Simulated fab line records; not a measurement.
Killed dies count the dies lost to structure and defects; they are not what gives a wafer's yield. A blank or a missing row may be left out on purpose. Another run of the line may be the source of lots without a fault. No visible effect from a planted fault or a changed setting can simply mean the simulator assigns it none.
Chamber matching	flow berkeley_cmos170	pecvd-03 running UCB170_SPACER_CVD_00: 3 sister chambers
The step deposits SiO2 from TEOS/O2, target thk 376 nm, time 47 s. 3 wafers are shown with their chamber, then 8 later ones without.

EACH WAFER AND ITS CHAMBER
wafer	chamber	heater_power_w (W)
L121.4	2	305
L121.5	1	236
L122.1	0	215

WAFERS WITHOUT THEIR CHAMBER
wafer	heater_power_w (W)
L122.2	278
L122.4	299
L124.2	270
L124.5	162
L124.6	272
L128.3	205
L128.4	336
L128.5	188

CHAMBER TAKEN BY EACH
wafer	from the rows above	in truth
L122.2	can't be placed: 2 or 1 or 0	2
L122.4	can't be placed: 2 or 1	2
L124.2	can't be placed: 1 or 2 or 0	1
L124.5	can't be placed: 0 or 1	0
L124.6	can't be placed: 2 or 1 or 0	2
L128.3	can't be placed: 0 or 1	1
L128.4	2	2
L128.5	can't be placed: 0 or 1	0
Placed correctly: 1 of 8. Can't be placed from these rows: 7 (the true chamber is among the candidates in 7). Number placed wrongly: 0.
How it was worked out, from the rows above alone: a wafer's distance from a chamber is the root of the sum, over the readings, of the square of ((its reading less the chamber's mean) divided by the reading's scatter). The wafer belongs to the nearest chamber; if the next one is less than 2 further off, it can't be placed. The mean given for a chamber averages the wafers shown for that chamber. The scatter: root of mean squared gap, hidden wafer to nearest shown wafer, with one shown wafer a chamber.
